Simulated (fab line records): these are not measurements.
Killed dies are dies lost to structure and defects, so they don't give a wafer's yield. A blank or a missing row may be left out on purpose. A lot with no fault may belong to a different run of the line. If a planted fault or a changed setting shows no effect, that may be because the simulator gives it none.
fab line records    flow rit-cmos
[record] lots = 7  wafers = 21  last-day = 7
route steps=202 shown PRETRO@69 GATE@75 FOX2@80 M1@202
lots untouched by any fault: they come from a run of this same line in which no faults occurred
start-h: hours from the record's opening day to when the first of the lot's shown wafers began    wait-h: hours elapsed since this lot's preceding step    " unchanged from the row above    L1.1+2: one row covering several wafers at once    - value missing, or start not given    * or withheld: withheld    < > ~ a bound
route shown NAME@n: a module of which the file shows steps, and the number in the route of the first    usual: mean/standard deviation of fault-free wafers    same: alike in all rows    chamber/n: place in a boat    sites: each site's reading    _std_site: their standard deviation    _edge_site: mean of outer sites minus mean of inner sites    radius-mm: how far each site lies from the wafer's centre    mask NAME#n: copy n    behind: the tool/chamber that last shaped the wafer    hold: reason for holding the lot/hours on hold/outcome of the hold    device: the transistor (n, p or np) that didn't switch    end of line: the route-end tests of the same wafers    a step given without rows: its recipe and nothing more    killed: the dies lost at the first sort to structure and to defects; this is not the yield of the wafer    map: a wafer's dies, x killed, . not, _ none there
set.NAME: setting as actually run; set.NAME@STEP: the setting as run at that earlier step    model.NAME: the simulator's own value behind a step, which no gauge read
lots at some steps of the route; a table a step, a row a wafer
services: from which hour (start-h, from the record's first day; less than 0 if before it) a tool's chamber was out of use, for how many hours, and why
[[steps]]
[step RIT_PRETRO_DEVELOP_05]
[recipe] resist = NOVOLAK  develop-time-s = 68  dev-temp-c = 23
[step RIT_PRETRO_OVL_MEAS_06]
[usual] PRETRO_OVL = -0.4/1.3
lot.wafer  tool        chamber  start-h  wait-h  PRETRO_OVL[nm]
L844.1     overlay-02  -        33.10    -       -2.0
L844.4     "           -        "        "       -0.7
L844.5     "           -        "        "       -1.6
L845.1     overlay-01  -        39.05    -       2.4
L845.2     "           -        "        "       0.6
L845.6     "           -        "        "       0.3
L849.1     overlay-02  -        59.92    -       -1.6
L849.2     "           -        "        "       -1.1
L849.5     "           -        "        "       -3.4
L851.2     overlay-02  -        67.64    -       0.7
L851.3     "           -        "        "       0.3
L851.5     "           -        "        "       -1.0
L852.2     overlay-01  -        72.29    -       -0.7
L852.4     "           -        "        "       0.6
L852.6     "           -        "        "       0.4
L860.3     overlay-02  -        111.58   -       -3.2
L860.4     "           -        "        "       -1.8
L860.6     "           -        "        "       -0.7
L867.2     overlay-02  -        145.62   -       -0.2
L867.3     "           -        "        "       0.7
L867.4     "           -        "        "       1.0
[step RIT_PRETRO_HARDBAKE_07]
[recipe] resist = NOVOLAK  temp-c = 140  time-s = 120
[step RIT_PRETRO_IMPLANT_08]
[recipe] species = B  energy-kev = 45  dose-cm2 = 1.2e+13  tilt-deg = 7
[step RIT_PRETRO_STRIP_09]
[recipe] chemistry = O2  time-s = 180  resist = NOVOLAK  platen-temp-c = withheld  power-w = 500  pressure-mtorr = 4000  o2-flow-sccm = 4000
[usual] drypump-motor-current-A = 5.8/0.62
lot.wafer  tool             chamber  start-h  wait-h  drypump-motor-current-A  rf-hours-counter-h
L844.1     plasma-asher-02  1        33.54    0.1     5.0                      38
L844.4     "                1        "        "       5.0                      -
L844.5     "                1        "        "       5.0                      -
L845.1     plasma-asher-04  0        39.48    0.1     6.6                      25
L845.2     "                1        "        "       5.7                      25
L845.6     "                0        "        "       6.6                      -
L849.1     plasma-asher-02  1        60.37    0.1     5.0                      40
L849.2     "                0        "        "       5.3                      40
L849.5     "                1        "        "       5.0                      -
L851.2     plasma-asher-02  0        68.07    0.1     5.3                      41
L851.3     "                1        "        "       5.0                      -
L851.5     "                0        "        "       5.3                      -
L852.2     plasma-asher-01  1        72.72    0.1     6.4                      42
L852.4     "                0        "        "       6.3                      -
L852.6     "                0        "        "       6.3                      -
L860.3     plasma-asher-04  1        112.06   0.1     5.7                      -
L860.4     "                0        "        "       6.6                      -
L860.6     "                1        "        "       5.7                      -
L867.2     plasma-asher-04  1        146.05   0.1     5.7                      37
L867.3     "                0        "        "       6.6                      -
L867.4     "                1        "        "       5.7                      -
[step RIT_PRETRO_TW_MEAS_10]
[usual] PRETRO_TW = 476/3.1
lot.wafer  tool           chamber  start-h  wait-h  PRETRO_TW
L844.1     film-metro-01  -        33.72    0.1     473
L844.4     "              -        "        "       476
L844.5     "              -        "        "       478
L845.1     film-metro-04  -        39.66    0.1     476
L845.2     "              -        "        "       476
L845.6     "              -        "        "       477
L849.1     film-metro-03  -        60.54    0.1     476
L849.2     "              -        "        "       471
L849.5     "              -        "        "       474
L851.2     film-metro-04  -        68.25    0.1     480
L851.3     "              -        "        "       480
L851.5     "              -        "        "       478
L852.2     film-metro-01  -        72.91    0.1     478
L852.4     "              -        "        "       475
L852.6     "              -        "        "       476
L860.3     film-metro-04  -        112.20   0.1     478
L860.4     "              -        "        "       479
L860.6     "              -        "        "       479
L867.2     film-metro-03  -        146.23   0.1     470
L867.3     "              -        "        "       471
L867.4     "              -        "        "       474
[step RIT_GATE_WET_ETCH_00]
[recipe] chemistry = BOE  target = SiO2  target-depth-nm = 56  time-s = 60  dry = n2-spin  dilution = 10:1  temp-c = 21.5
[step RIT_GATE_CLEAN_01]
[recipe] chemistry = SC1  mix = 3:3:50  time-s = 600  temp-c = 75
[step RIT_GATE_CLEAN_02]
[recipe] chemistry = dHF  dilution = 50:1  time-s = 30
[step RIT_GATE_CLEAN_03]
[recipe] chemistry = SC2  mix = 3:3:50  time-s = 600  temp-c = 75  dry = n2-spin
[step RIT_GATE_CLEAN_04]
[recipe] chemistry = dHF  dilution = 50:1  time-s = 60  dry = n2-spin
[step RIT_FOX2_THK_MEAS_91]
[recipe] reads = SiO2_of_FOX2_OXIDATION_00
[usual] FIELD_OXIDE_LEFT_2_THK = 253/6
lot.wafer  tool           chamber  start-h  wait-h  FIELD_OXIDE_LEFT_2_THK[nm]
L844.1     film-metro-04  -        34.21    0.0     256
L844.4     "              -        "        "       256
L844.5     "              -        "        "       250
L845.1     film-metro-04  -        40.15    0.0     260
L845.2     "              -        "        "       254
L845.6     "              -        "        "       256
L849.1     film-metro-01  -        61.02    0.0     246
L849.2     "              -        "        "       249
L849.5     "              -        "        "       253
L851.2     film-metro-01  -        68.73    0.0     266
L851.3     "              -        "        "       266
L851.5     "              -        "        "       266
L852.2     film-metro-04  -        73.38    0.0     254
L852.4     "              -        "        "       253
L852.6     "              -        "        "       250
L860.3     film-metro-02  -        112.71   0.0     251
L860.4     "              -        "        "       255
L860.6     "              -        "        "       253
L867.2     film-metro-02  -        146.73   0.0     257
L867.3     "              -        "        "       255
L867.4     "              -        "        "       263
[step RIT_GATE_OXIDATION_05]
[recipe] temp-c = 900  ambient = O2  target-thk-a = 30  ox-time-s = 270
[usual] spike-tc-centre-C = 902.2/1.4  spike-tc-load-C = 929/3.4  spike-tc-source-C = 925.3/1.7  tube_center_temp_C_max = 902.4/0.42
lot.wafer  tool        chamber  start-h  wait-h  spike-tc-centre-C  spike-tc-load-C  spike-tc-source-C  tube_center_temp_C_max  model.SiO2_of_GATE_OXIDATION_05.thk-nm
L844.1     furnace-02  0        38.43    4.2     902.1              930              923.1              902.3                   2.993
L844.4     "           0        "        "       902.0              929              924.2              902.3                   2.979
L844.5     "           0        "        "       901.8              930              924.6              902.3                   3.006
L845.1     furnace-01  0        42.05    1.9     903.7              932              928.3              901.5                   2.945
L845.2     "           0        "        "       903.4              932              926.4              902.2                   3.023
L845.6     "           0        "        "       903.8              931              927.0              903.7                   2.99
L849.1     furnace-01  0        62.05    1.0     886.6              916              911.4              902.6                   2.556
L849.2     "           0        "        "       888.9              914              908.8              902.4                   2.518
L849.5     "           0        "        "       887.5              915              911.4              902.5                   2.494
L851.2     furnace-01  0        69.05    0.3     886.3              914              912.2              901.9                   2.444
L851.3     "           0        "        "       888.6              913              911.6              902.2                   2.375
L851.5     "           0        "        "       887.8              914              910.8              902.6                   2.376
L852.2     furnace-01  0        73.43    0.0     885.8              913              911.7              902.6                   2.508
L852.4     "           0        "        "       887.6              914              911.5              903.4                   2.528
L852.6     "           0        "        "       886.5              915              910.3              902.0                   2.535
L860.3     furnace-02  0        112.75   0.0     901.5              930              924.1              902.6                   2.999
L860.4     "           0        "        "       901.0              930              923.5              902.5                   2.943
L860.6     "           0        "        "       901.0              929              924.1              903.3                   2.963
L867.2     furnace-01  0        146.82   0.1     901.9              931              927.5              902.0                   3.01
L867.3     "           0        "        "       903.8              932              928.3              902.5                   2.966
L867.4     "           0        "        "       903.2              931              928.0              902.2                   2.937
[step RIT_GATE_ANNEAL_06]
[recipe] temp-c = 900  time-s = 600  ambient = N2O
[step RIT_GATE_THK_MEAS_07]
[recipe] reads = SiO2_of_GATE_OXIDATION_05
[usual] GATE_OXIDE_THK = 2.99/0.073
lot.wafer  tool           chamber  start-h  wait-h  GATE_OXIDE_THK[nm]
L844.1     film-metro-04  -        39.76    0.0     3.05
L844.4     "              -        "        "       3.03
L844.5     "              -        "        "       3.02
L845.1     film-metro-01  -        44.88    0.0     2.92
L845.2     "              -        "        "       3.01
L845.6     "              -        "        "       2.99
L849.1     film-metro-04  -        64.34    0.0     2.52
L849.2     "              -        "        "       2.50
L849.5     "              -        "        "       2.42
L851.2     film-metro-04  -        70.39    0.0     2.52
L851.3     "              -        "        "       2.41
L851.5     "              -        "        "       2.36
L852.2     film-metro-01  -        75.48    0.0     2.48
L852.4     "              -        "        "       2.53
L852.6     "              -        "        "       2.55
L860.3     film-metro-01  -        114.10   0.0     3.05
L860.4     "              -        "        "       2.95
L860.6     "              -        "        "       2.94
L867.2     film-metro-04  -        148.31   0.0     3.02
L867.3     "              -        "        "       2.98
L867.4     "              -        "        "       2.94
[step RIT_GATE_CVD_08]
[recipe] material = poly-Si  target-thk-nm = 250  temp-c = 610  precursor = SiH4  time-s = 2220  pressure-mtorr = 300  sih4-flow-sccm = 100
[step RIT_M1_PROBE_99]
[usual] killed-at-front-end = 7/3  killed-dies = 8/3  killed-open = 3.7/2  killed-short = 3.8/2.1
[same] gross-dies = 264  killed_at_M0_to_M3 = 0  killed_at_M4_up = 0  killed-at-back-side = 0  killed-at-contacts = 0  killed-at-other = 0
lot.wafer  tool       chamber  start-h  wait-h  killed-at-front-end  killed-dies  killed-open  killed-short  model.etest.pmos_0p3.r-on-ohm-um  model.etest.pmos-turned.r-on-ohm-um  model.etest.pmos_0p15.r-on-ohm-um  model.etest.nmos_0p3.r-on-ohm-um  model.etest.nmos_0p15.drive-ua-um  model.etest.nmos-narrow.drive-ua-um  model.etest.nmos_0p3.drive-ua-um  model.etest.pmos_0p15.drive-ua-um
L844.1     prober-01  -        64.45    0.1     6                    6            1            5             6129                              3362                                 2699                               2111                              474.4                              232.3                                234.2                             259.3
L844.4     prober-01  -        64.60    0.2     2                    2            0            2             6142                              3260                                 2611                               2084                              489.9                              235.6                                237.3                             270.6
L844.5     prober-01  -        64.65    0.2     8                    8            6            2             6153                              3364                                 2694                               2108                              475.5                              235.2                                235.8                             262.3
L845.1     prober-02  -        70.22    0.1     11                   11           9            2             6218                              3383                                 2717                               2127                              499                                235.4                                240.1                             267.3
L845.2     prober-02  -        70.27    0.1     8                    8            4            4             6259                              3410                                 2713                               2146                              485.6                              229.7                                231.2                             261.8
L845.6     prober-02  -        70.47    0.2     8                    8            2            6             6322                              3496                                 2809                               2166                              480.6                              228.9                                233.6                             255.4
L849.1     prober-02  -        88.19    0.1     9                    9            5            4             5496                              3083                                 2428                               1918                              547.8                              280.7                                275.5                             306.9
L849.2     prober-02  -        88.24    0.1     8                    8            2            6             5501                              3108                                 2465                               1948                              548.9                              282                                  281.3                             308.9
L849.5     prober-02  -        88.39    0.2     15                   15           8            7             5345                              2957                                 2342                               1876                              568.9                              279.6                                280.5                             321
L851.2     prober-02  -        93.97    0.1     7                    7            4            3             -                                 -                                    -                                  -                                 -                                  -                                    -                                 -
L851.3     prober-02  -        94.02    0.2     5                    5            4            1             -                                 -                                    -                                  -                                 -                                  -                                    -                                 -
L851.5     prober-02  -        94.12    0.2     5                    5            3            2             -                                 -                                    -                                  -                                 -                                  -                                    -                                 -
L852.2     prober-01  -        98.55    0.1     7                    7            3            4             5274                              3039                                 2423                               1966                              532.3                              277.5                                276.4                             316.1
L852.4     prober-01  -        98.65    0.2     9                    9            5            4             5408                              3060                                 2471                               1972                              527.1                              277.8                                271.6                             305.6
L852.6     prober-01  -        98.75    0.2     8                    8            3            5             5295                              2995                                 2380                               1913                              529.7                              271.5                                270.2                             309.5
L860.3     prober-01  -        138.77   0.2     9                    9            5            4             6161                              3459                                 2793                               2088                              458.9                              228.4                                223.6                             249.1
L860.4     prober-01  -        138.82   0.2     11                   11           4            7             6200                              3486                                 2812                               2106                              465.4                              234.7                                229.2                             249.6
L860.6     prober-01  -        138.92   0.2     5                    5            2            3             6202                              3416                                 2757                               2096                              478.1                              232.9                                227.8                             256.1
L867.2     prober-02  -        171.77   0.1     7                    7            1            5             6207                              3293                                 2722                               2120                              475.6                              231.2                                228                               261.8
L867.3     prober-02  -        171.82   0.2     7                    7            2            4             6113                              3283                                 2629                               2090                              491.6                              233.7                                233.1                             270.1
L867.4     prober-02  -        171.87   0.2     10                   10           4            5             6147                              3258                                 2634                               2117                              498.3                              236.1                                234.2                             273.3
// killed by level:class
L844.1 SPACER:geometric-particle:short=2 SILICIDE:geometric-particle:short=2 FOX1:geometric-particle:short=1 SPACER:geometric-particle:open=1
L844.4 FOX1:geometric-particle:short=1 REOX:geometric-particle:short=1
L844.5 FOX1:geometric-particle:open=2 GATE:geometric-particle:open=2 FOX2:geometric-particle:open=1 GATE:geometric-particle:short=1 REOX:geometric-particle:open=1 SPACER:geometric-particle:short=1
L845.1 FOX2:geometric-particle:open=4 GATE:geometric-particle:open=4 GATE:geometric-particle:short=1 REOX:geometric-particle:short=1 SILICIDE:geometric-particle:open=1
L845.2 GATE:geometric-particle:open=2 FOX1:geometric-particle:short=1 GATE:geometric-particle:short=1 REOX:geometric-particle:short=1 SPACER:geometric-particle:short=1 SPACER:geometric-particle:open=1 SILICIDE:geometric-particle:open=1
L845.6 FOX1:geometric-particle:short=2 FOX1:geometric-particle:open=1 FOX2:geometric-particle:short=1 GATE:geometric-particle:short=1 REOX:geometric-particle:open=1 SPACER:geometric-particle:short=1 SILICIDE:geometric-particle:short=1
L849.1 GATE:geometric-particle:open=3 SPACER:geometric-particle:short=2 FOX1:geometric-particle:open=1 GATE:geometric-particle:short=1 SILICIDE:geometric-particle:short=1 SILICIDE:geometric-particle:open=1
L849.2 FOX1:geometric-particle:short=4 FOX2:geometric-particle:short=1 GATE:geometric-particle:short=1 GATE:geometric-particle:open=1 SILICIDE:geometric-particle:open=1
L849.5 GATE:geometric-particle:short=4 FOX1:geometric-particle:short=3 GATE:geometric-particle:open=3 SILICIDE:geometric-particle:open=2 FOX1:geometric-particle:open=1 FOX2:geometric-particle:open=1 REOX:geometric-particle:open=1
L851.2 FOX1:geometric-particle:short=1 FOX1:geometric-particle:open=1 GATE:geometric-particle:open=1 GATE:geometric-particle:short=1 REOX:geometric-particle:open=1 SPACER:geometric-particle:open=1 SILICIDE:geometric-particle:short=1
L851.3 SPACER:geometric-particle:open=2 REOX:geometric-particle:open=1 SPACER:geometric-particle:short=1 SILICIDE:geometric-particle:open=1
L851.5 FOX1:geometric-particle:open=2 FOX1:geometric-particle:short=1 GATE:geometric-particle:short=1 REOX:geometric-particle:open=1
L852.2 SPACER:geometric-particle:short=2 FOX1:geometric-particle:open=1 GATE:geometric-particle:short=1 GATE:geometric-particle:open=1 REOX:geometric-particle:short=1 SPACER:geometric-particle:open=1
L852.4 GATE:geometric-particle:open=3 REOX:geometric-particle:short=2 FOX1:geometric-particle:short=1 FOX1:geometric-particle:open=1 GATE:geometric-particle:short=1 REOX:geometric-particle:open=1
L852.6 GATE:geometric-particle:short=4 FOX1:geometric-particle:open=2 SILICIDE:geometric-particle:open=1 SILICIDE:geometric-particle:short=1
L860.3 GATE:geometric-particle:short=2 SPACER:geometric-particle:open=2 SILICIDE:geometric-particle:open=2 FOX1:geometric-particle:short=1 GATE:geometric-particle:open=1 SILICIDE:geometric-particle:short=1
L860.4 GATE:geometric-particle:short=4 GATE:geometric-particle:open=2 REOX:geometric-particle:short=2 FOX2:geometric-particle:open=1 SILICIDE:geometric-particle:open=1 SILICIDE:geometric-particle:short=1
L860.6 FOX2:geometric-particle:short=1 FOX2:geometric-particle:open=1 GATE:geometric-particle:short=1 GATE:geometric-particle:open=1 SILICIDE:geometric-particle:short=1
L867.2 GATE:geometric-particle:short=2 SILICIDE:geometric-particle:short=2 FOX1:geometric-particle:short=1 GATE:geometric-particle:open=1 PRETRO:coat-microbubble-printed=1
L867.3 GATE:geometric-particle:open=2 SPACER:geometric-particle:short=2 GATE:geometric-particle:short=1 SILICIDE:geometric-particle:short=1 PRETRO:coat-microbubble-printed=1
L867.4 SILICIDE:geometric-particle:short=2 FOX2:geometric-particle:short=1 GATE:geometric-particle:short=1 GATE:geometric-particle:open=1 REOX:geometric-particle:open=1 SPACER:geometric-particle:short=1 SPACER:geometric-particle:open=1 SILICIDE:geometric-particle:open=1
[[services]]
tool             chamber  start-h  hours  kind
furnace-02       -        25.12    3.0    pm
furnace-01       -        32.21    3.5    pm
furnace-01       -        35.69    2.8    pm
furnace-02       -        39.51    3.1    pm
plasma-asher-01  -        108.75   9.0    pm
plasma-asher-01  0        108.75   9.0    vent-cycle
plasma-asher-01  1        108.75   9.0    vent-cycle
plasma-asher-01  0        117.75   -      clean
plasma-asher-01  1        117.75   -      clean
[[key]]
[first-sign] step = RIT_GATE_OXIDATION_05  reading = spike-tc-centre-C  direction = down  sigmas = 11  usual = 902.2  struck = 887.3
[effect] step = RIT_GATE_OXIDATION_05  reading = spike-tc-source-C  direction = down  sigmas = 8.3  usual = 925.3  struck = 911.1
[effect] step = RIT_GATE_THK_MEAS_07  reading = GATE_OXIDE_THK  direction = down  sigmas = 7.1  usual = 2.99  struck = 2.48
[model-effect] step = RIT_GATE_OXIDATION_05  value = SiO2_of_GATE_OXIDATION_05.thk-nm  without = 3.03  struck = 2.482
[model-effect] step = RIT_M1_PROBE_99  value = etest.pmos_0p3.r-on-ohm-um  without = 6276  struck = 5386
met-at RIT_GATE_OXIDATION_05
struck-wafers L849.1,L849.2,L849.5,L851.2,L851.3,L851.5,L852.2,L852.4,L852.6
tester-left-out L849,L851,L852
onset-between 42.05 62.05
[fault] kind = process-parameter-drift  tool = furnace-01  chamber = -  onset-h = 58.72  steps = RIT_GATE_OXIDATION_05  channel = temp-c  offset = *  shape = step  end-h = 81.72  acts-in = *  stated = *
// tester-left-out: of these lots the tester's yield and bins aren't shown, on N5 and GAA mostly nor the transistor test; their killed dies are dies lost to structure and defects alone, not to doping, threshold or leakage, so they don't give the yield
